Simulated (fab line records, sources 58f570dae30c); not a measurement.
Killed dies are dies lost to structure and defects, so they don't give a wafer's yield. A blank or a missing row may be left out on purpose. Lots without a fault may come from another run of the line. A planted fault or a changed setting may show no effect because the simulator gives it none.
fab line records | flow berkeley_cmos170
record lots=14 wafers=42 last_day=12
route steps=331 shown CONTACT@234 M2@287 V2@305
lots that met no fault: from a run of the same line without faults
start_h: hours from the record's first day to the start of the lot's first wafer shown | wait_h: hours since the lot's step before | " the same as in the row above | L1.1+2: a row that stands for several wafers | - no value, or no start given | * or withheld: withheld | < > ~ a bound
route shown NAME@n: a module of which the file shows steps, and the number in the route of the first | usual: mean/standard deviation of fault-free wafers | same: alike in all rows | chamber/n: place in a boat | sites: the reading at each site | _std_site: their standard deviation | _edge_site: outer sites' mean less inner sites' | radius_mm: how far each site lies from the wafer's centre | mask NAME#n: copy n | behind: the tool/chamber that last shaped the wafer | hold: why the lot was held/for how many hours/how that ended | device: the transistor (n, p or np) that didn't switch | end of line: the same wafers' tests at the end of the route | a step without rows: its recipe alone | killed: dies lost to structure and defects at the first sort, not the wafer's yield | map: a wafer's dies, x killed, . not, _ none there
set.NAME: the setting as run; set.NAME@STEP: as run at that earlier step | model.NAME: the simulator's own value behind a step, which no gauge read
steps of the route over a sample of lots; a table a step, a row a wafer
services: from which hour (start_h, from the record's first day; less than 0 if before it) a tool's chamber was out of use, for how many hours, and why
## steps
# step UCB170_CONTACT_ETCH_18
# recipe chemistry=CHF3/CF4/Ar target=PSG stop_on=TiSi2 CHF3_flow_sccm=45 cf4_flow_sccm=15 Ar_flow_sccm=150 pressure_mtorr=200 rf_w=700 target_depth_a=8400 over_etch_frac=0.2 time_s=195
# usual cf4_flow_sccm=15.00/0.041 drypump_motor_current_A=5.86/0.29 oes_product_au=0.898/0.012 throttle_valve_pct=6.92/0.1
# columns lot.wafer tool chamber start_h wait_h cf4_flow_sccm drypump_motor_current_A oes_product_au rf_hours_counter_h throttle_valve_pct
L448.1 rie_diel-02 3 - - 15.01 5.99 0.905 2 6.98
L448.2 " 1 " " 14.93 6.12 0.905 6 6.92
L448.6 " 2 " " 14.98 5.24 0.898 - 6.69
L449.2 rie_diel-04 0 - - 15.02 5.51 0.889 19 6.84
L449.3 " 3 " " 14.97 5.84 0.902 2 7.14
L449.5 " 2 " " 14.98 6.34 0.897 - 6.93
L447.2 rie_diel-04 3 - - 14.94 5.83 0.895 2 7.12
L447.3 " 0 " " 14.93 5.55 0.905 19 6.81
L447.6 " 1 " " 14.97 5.94 0.916 - 6.90
L451.1 rie_diel-02 0 - - 15.03 5.87 0.897 32 6.82
L451.5 " 3 " " 15.00 6.01 0.905 - 6.99
L451.6 " 0 " " 15.05 5.87 0.881 - 6.82
L450.2 rie_diel-04 1 - - 14.98 5.95 0.895 98 6.89
L450.5 " 3 " " 15.05 5.83 0.884 - 7.14
L450.6 " 2 " " 15.05 6.37 0.894 - 6.91
L453.1 rie_diel-01 2 - - 15.00 5.73 0.877 98 6.95
L453.2 " 3 " " 14.95 5.58 0.911 91 6.85
L453.4 " 1 " " 14.99 5.70 0.886 8 6.87
L457.2 rie_diel-01 2 - - 14.99 5.74 0.883 100 6.95
L457.3 " 1 " " 14.95 5.71 0.873 10 6.88
L457.4 " 0 " " 14.98 6.05 0.920 2 6.94
L456.3 rie_diel-04 3 - - 15.02 5.83 0.895 4 7.12
L456.4 " 1 " " 14.94 5.97 0.921 100 6.89
L456.5 " 1 " " 15.00 5.97 0.916 - 6.88
L458.1 rie_diel-04 1 - - 15.05 5.94 0.923 100 6.89
L458.2 " 3 " " 15.02 5.84 0.891 5 7.13
L458.6 " 3 " " 15.04 5.85 0.896 - 7.13
L463.1 rie_diel-01 1 - - 15.03 5.69 0.876 11 6.88
L463.2 " 0 " " 15.03 6.05 0.913 3 6.94
L463.3 " 2 " " 14.99 5.70 0.883 101 6.94
L461.4 rie_diel-02 0 - - 15.02 5.86 0.891 34 6.83
L461.5 " 1 " " 15.07 6.13 0.905 - 6.93
L461.6 " 0 " " 15.01 5.88 0.889 - 6.81
L467.1 rie_diel-04 3 - - 14.91 5.83 0.903 6 7.13
L467.4 " 0 " " 14.95 5.54 0.899 24 6.83
L467.6 " 3 " " 14.91 5.82 0.893 - 7.12
L469.2 rie_diel-01 2 - - 14.93 5.74 0.877 103 6.96
L469.4 " 0 " " 14.96 6.06 0.925 5 6.93
L469.5 " 2 " " 14.94 5.75 0.877 - 6.94
L470.1 rie_diel-04 2 - - 15.02 6.40 0.892 46 6.93
L470.2 " 1 " " 14.98 5.99 0.904 103 6.89
L470.6 " 1 " " 15.06 5.99 0.915 - 6.91
# step UCB170_M2_OVL_MEAS_16
# usual M2_OVL=-1/4.7
# columns lot.wafer tool chamber start_h wait_h M2_OVL[nm]
L448.1 overlay-01 - 160.38 0.1 -4
L448.2 " - " " 2
L448.6 " - " " -3
L449.2 overlay-02 - 160.63 0.1 -8
L449.3 " - " " -8
L449.5 " - " " -3
L447.2 overlay-02 - 160.87 0.1 -8
L447.3 " - " " -1
L447.6 " - " " -4
L451.1 overlay-02 - 176.76 0.1 -5
L451.5 " - " " 2
L451.6 " - " " -2
L453.1 overlay-02 - 187.37 0.1 4
L453.2 " - " " 2
L453.4 " - " " -5
L450.2 overlay-01 - 187.84 0.1 -9
L450.5 " - " " -2
L450.6 " - " " -3
L457.2 overlay-01 - 212.27 0.1 5
L457.3 " - " " 1
L457.4 " - " " 7
L456.3 overlay-02 - 212.75 0.1 -3
L456.4 " - " " -1
L456.5 " - " " -4
L458.1 overlay-01 - 220.46 0.1 -4
L458.2 " - " " -2
L458.6 " - " " -3
L461.4 overlay-02 - 231.05 0.1 -1
L461.5 " - " " 0
L461.6 " - " " -1
L463.1 overlay-02 - 231.31 0.1 3
L463.2 " - " " -4
L463.3 " - " " -2
L467.1 overlay-01 - 248.66 0.1 2
L467.4 " - " " 1
L467.6 " - " " 2
L469.2 overlay-01 - 274.66 0.1 2
L469.4 " - " " -3
L469.5 " - " " 0
L470.1 overlay-02 - 274.86 0.1 2
L470.2 " - " " -1
L470.6 " - " " 2
# step UCB170_M2_METAL_ETCH_18
# recipe chemistry=Cl2/BCl3 target=Al stop_on=SiO2 pressure_mtorr=12 target_depth_a=11700 over_etch_frac=0.3 time_s=195 icp_w=600 bias_w=120 Cl2_flow_sccm=90 bcl3_flow_sccm=45
# usual drypump_motor_current_A=5.8/0.38 oes_product_au=0.859/0.011 throttle_valve_pct=24.53/0.3
# columns lot.wafer tool chamber start_h wait_h drypump_motor_current_A oes_product_au rf_hours_counter_h throttle_valve_pct
L448.1 rie_metal-02 0 160.46 - 5.4 0.860 6 24.40
L448.2 " 0 " " 5.4 0.854 - 24.44
L448.6 " 0 " " 5.4 0.863 - 24.41
L449.2 rie_metal-03 1 160.70 - 5.3 0.871 8 24.88
L449.3 " 0 " " 6.0 0.876 - 23.96
L449.5 " 0 " " 6.0 0.871 - 23.96
L447.2 rie_metal-04 1 160.94 - 5.9 0.858 1 24.75
L447.3 " 0 " " 6.2 0.843 - 24.73
L447.6 " 1 " " 5.8 0.859 - 24.74
L451.1 rie_metal-04 0 176.83 - 6.2 0.846 8 24.74
L451.5 " 0 " " 6.2 0.852 - 24.74
L451.6 " 1 " " 5.8 0.867 - 24.75
L453.1 rie_metal-03 0 187.45 - 6.0 0.859 11 23.97
L453.2 " 1 " " 5.3 0.870 9 24.87
L453.4 " 0 " " 6.0 0.868 - 23.96
L450.2 rie_metal-04 0 187.91 - 6.2 0.847 8 24.74
L450.5 " 1 " " 5.8 0.860 - 24.74
L450.6 " 0 " " 6.2 0.839 - 24.73
L457.2 rie_metal-04 0 212.34 - 6.2 0.835 9 24.72
L457.3 " 0 " " 6.3 0.843 - 24.76
L457.4 " 1 " " 5.8 0.848 - 24.77
L456.3 rie_metal-02 0 212.88 - 5.3 0.850 - 24.42
L456.4 " 1 " " 6.2 0.854 - 24.32
L456.5 " 0 " " 5.4 0.842 - 24.43
L458.1 rie_metal-04 1 220.54 - 5.8 0.853 2 24.74
L458.2 " 0 " " 6.2 0.841 9 24.73
L458.6 " 0 " " 6.2 0.852 - 24.72
L461.4 rie_metal-02 1 231.17 - 6.3 0.860 - 24.32
L461.5 " 0 " " 5.4 0.851 - 24.42
L461.6 " 1 " " 6.3 0.864 - 24.31
L463.1 rie_metal-04 0 231.38 - 6.2 0.846 9 24.75
L463.2 " 1 " " 5.8 0.864 3 24.74
L463.3 " 0 " " 6.2 0.852 - 24.74
L467.1 rie_metal-04 0 248.74 - 6.2 0.851 10 24.73
L467.4 " 0 " " 6.2 0.839 - 24.73
L467.6 " 0 " " 6.2 0.846 - 24.73
L469.2 rie_metal-02 1 274.73 - 6.3 0.865 2 24.32
L469.4 " 0 " " 5.4 0.866 - 24.43
L469.5 " 0 " " 5.4 0.855 - 24.42
L470.1 rie_metal-03 1 274.94 - 5.2 0.857 12 24.89
L470.2 " 0 " " 6.0 0.864 13 23.97
L470.6 " 0 " " 6.0 0.865 - 23.98
# step UCB170_M2_STRIP_19
# recipe chemistry=O2 power_w=400 pressure_mtorr=3500 platen_temp_c=withheld o2_flow_sccm=400 overash_fraction=0.5
# usual drypump_motor_current_A=5.82/0.24 oes_product_au=0.538/0.0088
# columns lot.wafer tool chamber start_h wait_h drypump_motor_current_A oes_product_au rf_hours_counter_h
L448.1 plasma_asher-03 1 160.84 0.3 6.04 0.532 37
L448.2 " 0 " " 6.07 0.528 37
L448.6 " 1 " " 6.05 0.536 -
L449.2 plasma_asher-01 0 160.89 0.1 5.44 0.534 46
L449.3 " 1 " " 5.64 0.534 -
L449.5 " 1 " " 5.64 0.537 -
L447.2 plasma_asher-02 1 161.13 0.1 5.62 0.535 5
L447.3 " 0 " " 5.93 0.543 -
L447.6 " 0 " " 5.93 0.544 -
L451.1 plasma_asher-02 1 177.02 0.1 5.60 0.544 7
L451.5 " 1 " " 5.60 0.539 -
L451.6 " 0 " " 5.92 0.544 -
L453.1 plasma_asher-03 1 187.64 0.1 6.06 0.550 39
L453.2 " 0 " " 6.10 0.542 39
L453.4 " 1 " " 6.05 0.531 -
L450.2 plasma_asher-02 1 188.16 0.2 5.59 0.543 8
L450.5 " 0 " " 5.92 0.548 -
L450.6 " 1 " " 5.59 0.536 -
L457.2 plasma_asher-03 0 212.53 0.1 6.10 0.546 42
L457.3 " 0 " " 6.07 0.536 -
L457.4 " 1 " " 6.06 0.540 -
L456.3 plasma_asher-01 0 213.04 0.1 5.46 0.526 -
L456.4 " 1 " " 5.64 0.526 -
L456.5 " 1 " " 5.62 0.530 -
L458.1 plasma_asher-03 1 220.72 0.1 6.07 0.538 43
L458.2 " 0 " " 6.07 0.538 43
L458.6 " 1 " " 6.06 0.544 -
L461.4 plasma_asher-03 0 231.33 0.1 6.08 0.534 -
L461.5 " 0 " " 6.11 0.540 -
L461.6 " 1 " " 6.06 0.532 -
L463.1 plasma_asher-03 0 231.57 0.1 6.08 0.678 44
L463.2 " 1 " " 6.06 0.675 44
L463.3 " 0 " " 6.09 0.676 -
L467.1 plasma_asher-02 1 248.93 0.1 5.57 0.677 14
L467.4 " 1 " " 5.59 0.686 -
L467.6 " 1 " " 5.59 0.680 -
L469.2 plasma_asher-01 1 274.91 0.1 5.64 0.524 58
L469.4 " 1 " " 5.62 0.526 -
L469.5 " 1 " " 5.65 0.532 -
L470.1 plasma_asher-02 1 275.12 0.1 5.58 0.541 17
L470.2 " 0 " " 5.89 0.537 17
L470.6 " 1 " " 5.57 0.541 -
# step UCB170_V2_OVL_MEAS_13
# usual V2_OVL=2/4.8
# columns lot.wafer tool chamber start_h wait_h V2_OVL[nm]
L449.2 overlay-01 - 163.07 0.1 -4
L449.3 " - " " -3
L449.5 " - " " -1
L448.1 overlay-01 - 163.52 0.1 3
L448.2 " - " " 3
L448.6 " - " " 2
L447.2 overlay-02 - 163.80 0.1 -3
L447.3 " - " " 1
L447.6 " - " " 1
L451.1 overlay-02 - 179.07 0.1 -4
L451.5 " - " " 0
L451.6 " - " " 0
L453.1 overlay-02 - 189.81 0.1 -3
L453.2 " - " " -4
L453.4 " - " " 2
L450.2 overlay-01 - 190.43 0.1 1
L450.5 " - " " 3
L450.6 " - " " 1
L457.2 overlay-01 - 214.97 0.1 6
L457.3 " - " " -2
L457.4 " - " " 6
L456.3 overlay-01 - 215.41 0.1 1
L456.4 " - " " 4
L456.5 " - " " 1
L458.1 overlay-02 - 223.21 0.1 4
L458.2 " - " " 8
L458.6 " - " " 0
L461.4 overlay-01 - 233.56 0.1 2
L461.5 " - " " 6
L461.6 " - " " 0
L463.1 overlay-01 - 234.02 0.1 3
L463.2 " - " " 3
L463.3 " - " " -3
L467.1 overlay-02 - 251.28 0.1 3
L467.4 " - " " 6
L467.6 " - " " 0
L469.2 overlay-02 - 277.10 0.1 3
L469.4 " - " " 5
L469.5 " - " " 2
L470.1 overlay-02 - 277.39 0.1 -3
L470.2 " - " " 6
L470.6 " - " " -1
## services
# columns tool chamber start_h hours kind
plasma_asher-01 - 126.05 2.8 pm
rie_metal-02 - 128.87 0.8 repair
rie_diel-01 0 134.72 - clean
rie_diel-01 0 134.72 16.5 scheduled_down
rie_diel-01 0 134.72 16.5 vent_cycle
plasma_asher-01 - 141.20 1.2 repair
rie_metal-02 1 158.16 3.2 repair
rie_diel-02 3 165.17 2.5 repair
rie_metal-02 1 185.31 - clean
rie_metal-02 1 185.31 19.4 scheduled_down
rie_metal-02 1 185.31 19.4 vent_cycle
rie_diel-02 2 188.44 - clean
rie_diel-02 2 188.44 26.9 scheduled_down
rie_diel-02 2 188.44 26.9 vent_cycle
rie_diel-02 - 195.16 12.4 repair
rie_diel-04 0 218.78 1.7 repair
rie_metal-03 - 235.58 0.1 repair
rie_diel-01 - 235.87 0.1 repair
plasma_asher-03 - 242.82 0.3 repair
rie_diel-04 0 246.34 4.7 repair
rie_diel-02 1 248.99 2.8 repair
rie_diel-02 2 267.63 2.7 repair
## key
first_sign step=UCB170_M2_STRIP_19 reading=oes_product_au direction=up sigmas=16 usual=0.538 struck=0.679
effect none on later readings
met_at UCB170_M2_METAL_ETCH_18
struck_lots L463,L467
sort_left_out L463.1,L463.2,L463.3,L467.1,L467.4,L467.6
not_acting_at UCB170_CONTACT_ETCH_18,UCB170_M2_OVL_MEAS_16,UCB170_V2_OVL_MEAS_13
onset_between 220.54 231.38
fault kind=process_parameter_drift tool=rie_metal-04 chamber=- onset_h=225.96 steps=UCB170_M2_METAL_ETCH_18 channel=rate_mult offset=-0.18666 shape=step end_h=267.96
# sort_left_out: the simulated sort isn't trusted on such a fault, so these wafers' sort isn't shown, and their yield isn't known
